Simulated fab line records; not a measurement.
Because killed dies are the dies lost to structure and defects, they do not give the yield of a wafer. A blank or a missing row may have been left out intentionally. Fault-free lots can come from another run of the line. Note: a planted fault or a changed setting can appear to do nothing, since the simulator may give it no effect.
A struck lot beside a sound one | flow rit-cmos | 18 steps out of a route of 202
Sound: the wafers L242.2, L242.4, L242.6. Wafers struck: L254.1, L254.2, L254.6. The cause is given at the end.
Each step with rows lists, per side, the tool, then ch with its chambers, then its first start. Under that, the readings that differ: sound wafers | struck wafers | difference of the means | sigmas: that difference in standard deviations of wafers without a fault.
alike: same words and numbers on both sides, and readings whose means sit less than 2 such deviations apart. not compared: any withheld reading, any reading some wafer has no value for, any bound like >300 that may hide the same value, and any number with overlapping values for which the record gives no deviation.
The two part at a step that has a row with sigmas, a row that says differs or no value, or rows on one side only. Numbers that don't overlap but have no deviation are shown without sigmas and don't part them. Lack of a reading on every wafer of one side parts them only where that side has two or more wafers.

first, 4 steps without rows for these wafers: RIT_NSD_SOFTBAKE_02 (time 60 s); RIT_NSD_EXPOSE_03 (exposes mask M9, target cd 40700 nm); RIT_NSD_PEB_04; RIT_NSD_DEVELOP_05 (develop time 50 s).
RIT_NSD_OVL_MEAS_06:
  sound: overlay-02 at day 3 04:41; struck: overlay-02 at day 5 18:56
  alike: NSD_OVL
then, 2 steps without rows for these wafers: RIT_NSD_HARDBAKE_07 (time 60 s); RIT_NSD_IMPLANT_08.
RIT_NSD_STRIP_09: strips in O2, time 180 s.
  sound on plasma-asher-03 ch 0,1, day 3 05:01; struck on plasma-asher-03 ch 0,1, day 5 19:17
  alike: drypump-motor-current-A
  not compared: rf-hours-counter-h
RIT_NSD_TW_MEAS_10:
  sound: film-metro-03 at day 3 05:12; struck: film-metro-02 at day 5 19:27
  reading | sound          | struck         | difference | sigmas
  NSD_TW  | 3206 3186 3201 | 3123 3129 3116 | -75        | -3
then, 3 steps without rows for these wafers: RIT_PSD_HMDS_00 (prime time 60 s); RIT_PSD_COAT_01 (resist thk 1000 nm); RIT_PSD_SOFTBAKE_02 (time 60 s).
RIT_PSD_EXPOSE_03: exposes mask M10, target cd 40900 nm.
  sound on iline-stepper-02 ch 0, day 3 05:50; struck on iline-stepper-02 ch 0, day 5 20:05
  reading                     | sound                | struck               | difference | sigmas
  model.PSD.overlay-x-nm (nm) | 0.1063 0.1063 0.1063 | -149.5 -149.5 -149.5 | -149.6     |
  alike: mask, focus-offset-nm
then, 2 steps without rows for these wafers: RIT_PSD_PEB_04; RIT_PSD_DEVELOP_05 (develop time 50 s).
RIT_PSD_OVL_MEAS_06:
  sound: overlay-01 at day 3 06:14; struck: overlay-02 at day 5 20:29
  reading      | sound         | struck               | difference | sigmas
  PSD_OVL (nm) | -0.1 2.0 -1.0 | -150.8 -152.0 -150.6 | -151.4     | -99 or more
then, 1 step without rows for these wafers: RIT_PSD_HARDBAKE_07 (time 60 s).
RIT_M1_PROBE_99:
  sound: prober-02 at day 3 15:05; struck: prober-02 at day 6 05:03
  reading                                                 | sound                | struck               | difference | sigmas
  model.etest.select-edge-diode-p.leak-log10-a (angstrom) | -10.35 -10.62 -10.45 | -9.841 -9.219 -9.434 | +0.975     |
  alike: killed-at-contacts, killed-at-front-end, killed-dies, killed-on-rim, killed-open, killed-short

WHERE THEY PART
Earliest at RIT_NSD_TW_MEAS_10; latest, in this record, at RIT_PSD_OVL_MEAS_06. Later steps at which nothing parts them and some readings are alike: RIT_M1_PROBE_99.

WHY: whatever the simulator had introduced
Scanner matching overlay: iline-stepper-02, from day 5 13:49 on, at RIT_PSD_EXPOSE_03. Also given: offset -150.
